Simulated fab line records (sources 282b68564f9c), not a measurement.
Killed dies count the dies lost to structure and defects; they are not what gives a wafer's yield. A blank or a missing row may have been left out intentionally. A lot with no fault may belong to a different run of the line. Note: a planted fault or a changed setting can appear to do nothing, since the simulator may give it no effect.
Struck lot and sound lot, side by side | flow ritCmos | 35 out of 202 route steps
Sound: wafers L823.2, L823.5, L823.6. Struck: wafers L838.1, L838.3, L838.4. The cause comes at the end.
Order at every step that has rows: each side's tool, ch and its chambers, its first start. Under that, the readings that differ: sound wafers | struck wafers | difference of the means | sigmas: that difference in standard deviations of wafers without a fault.
alike: readings whose means differ by less than 2 such deviations, and words and numbers that are the same on both sides. not compared: withheld readings, readings that some wafer has no value for, bounds like >300 that may hide the same value, and numbers for which the record gives no deviation and whose values overlap.
A row with sigmas, a row that says differs or no value, or rows on one side alone: a step with any of these is where the two part. When numbers do not overlap yet have no deviation, they are printed without sigmas and do not part them. Lack of a reading on every wafer of one side parts them only where that side has two or more wafers.

RIT_CONTACT_CVD_00: deposits SiO2 from TEOS, target thk 400 nm, time 61 s.
  sound on pecvd-02 ch 0,1, day 3 21:39; struck on pecvd-02 ch 0,1,2, day 7 02:13
  alike: heaterPowerW
RIT_CONTACT_THK_MEAS_01:
  struck on filmMetro-03, day 7 02:16; sound on filmMetro-01, day 3 21:43
  alike: CONTACT_TEOS_THK
then, 6 steps without rows for these wafers: RIT_CONTACT_HMDS_02 (prime time 60 s); RIT_CONTACT_COAT_03 (resist thk 1000 nm); RIT_CONTACT_SOFTBAKE_04 (time 60 s); RIT_CONTACT_EXPOSE_05 (exposes mask M11, target cd 1000 nm); RIT_CONTACT_PEB_06; RIT_CONTACT_DEVELOP_07 (develop time 120 s).
RIT_CONTACT_CD_MEAS_08: target cd 1000 nm.
  struck on cdSem-02, day 7 03:17; sound on cdSem-01, day 3 22:50
  alike: cdNm
RIT_CONTACT_OVL_MEAS_09:
  struck on overlay-02, day 7 03:25; sound on overlay-02, day 3 22:56
  alike: CONTACT_OVL
then, 1 step without rows for these wafers: RIT_CONTACT_HARDBAKE_10 (time 60 s).
RIT_CONTACT_ETCH_11: etches SiO2 in CHF3/CF4/Ar, stops on TiSi2, target depth 480 nm, time 320 s.
  sound on rieDiel-03 ch 0,1,3, day 3 23:07; struck on rieDiel-03 ch 1,2,3, day 7 03:35
  alike: drypumpMotorCurrentA, oesProductAu, throttleValvePct
  not compared: rfHoursCounterH
RIT_CONTACT_STRIP_12: strips in O2, time 180 s.
  sound on plasmaAsher-04 ch 0,1, day 3 23:19; struck on plasmaAsher-02 ch 0,1, day 7 03:47
  alike: drypumpMotorCurrentA
  not compared: rfHoursCounterH
RIT_CONTACT_CD_MEAS_90: target cd 1000 nm.
  struck on cdSem-01, day 7 03:58; sound on cdSem-02, day 3 23:30
  alike: cdNm
then, 2 steps without rows for these wafers: RIT_CONTACT_CLEAN_13 (cleans in SC1, time 600 s); RIT_CONTACT_CLEAN_14 (cleans in SC2, time 600 s).
RIT_M1_SPUTTER_00: material Al, target thk 400 nm, time 500 s.
  struck on pvdSputter-04, day 7 04:27; sound on pvdSputter-01, day 3 23:58
  alike: cathodeDcPowerW, substrateTempC, throttleValvePct
RIT_M1_RS_MEAS_01: measurement is done with a four-point probe.
  struck on filmMetro-02, day 7 04:44; sound on filmMetro-02, day 4 00:17
  alike: M1_AL_RS
RIT_M1_THK_MEAS_02: measures by xrf.
  struck on filmMetro-02, day 7 04:52; sound on filmMetro-02, day 4 00:23
  alike: M1_AL_THK
then, 6 steps without rows for these wafers: RIT_M1_HMDS_03 (prime time 60 s); RIT_M1_COAT_04 (resist thk 1300 nm); RIT_M1_SOFTBAKE_05 (time 60 s); RIT_M1_EXPOSE_06 (exposes mask M12, target cd 2600 nm); RIT_M1_PEB_07; RIT_M1_DEVELOP_08 (develop time 68 s).
RIT_M1_CD_MEAS_09: target cd 2600 nm.
  struck on cdSem-01, day 7 05:53; sound on cdSem-02, day 4 01:23
  alike: cdNm
RIT_M1_OVL_MEAS_10:
  struck on overlay-02, day 7 06:01; sound on overlay-02, day 4 01:30
  alike: M1_OVL
then, 1 step without rows for these wafers: RIT_M1_HARDBAKE_11 (time 120 s).
RIT_M1_METAL_ETCH_12: etches Al in Cl2/BCl3, stops on SiO2, time 165 s, target depth 600 nm.
  sound on rieMetal-03 ch 0,1, day 4 01:47; struck on rieMetal-04 ch 0,1, day 7 06:18
  alike: drypumpMotorCurrentA, mfcCl2Sccm, oesProductAu, throttleValvePct
  not compared: rfHoursCounterH
then, 1 step without rows for these wafers: RIT_M1_STRIP_13 (strips in nmp, time 600 s).
RIT_M1_STRIP_14: strips in O2, time 180 s.
  sound on plasmaAsher-03 ch 0,1, day 4 02:07; struck on plasmaAsher-03 ch 0,1, day 7 06:39
  alike: drypumpMotorCurrentA
  not compared: rfHoursCounterH
RIT_M1_CD_MEAS_90: target cd 2600 nm.
  struck on cdSem-02, day 7 06:50; sound on cdSem-01, day 4 02:19
  alike: cdNm
then, 1 step without rows for these wafers: RIT_M1_ANNEAL_15 (time 1800 s).
RIT_M1_BOW_MEAS_16:
  struck on filmMetro-01, day 7 08:27; sound on filmMetro-02, day 4 03:56
  alike: M1_BOW
RIT_M1_PROBE_99:
  struck on prober-01, day 7 08:34; sound on prober-02, day 4 04:05
reading          | sound  | struck   | difference | sigmas
killedAtContacts | 0 0 0  | 19 30 23 | +24        | +75
killedDies       | 6 14 5 | 24 34 25 | +19        | +6
killedOnRim      | 2 4 1  | 12 7 11  | +8         | +5
  alike: killed_at_M0_to_M3, killedAtFrontEnd, killedOpen, killedShort

== WHERE THEY PART ==
RIT_M1_PROBE_99 only, going by this record.

WHY: what had been put in by the simulator
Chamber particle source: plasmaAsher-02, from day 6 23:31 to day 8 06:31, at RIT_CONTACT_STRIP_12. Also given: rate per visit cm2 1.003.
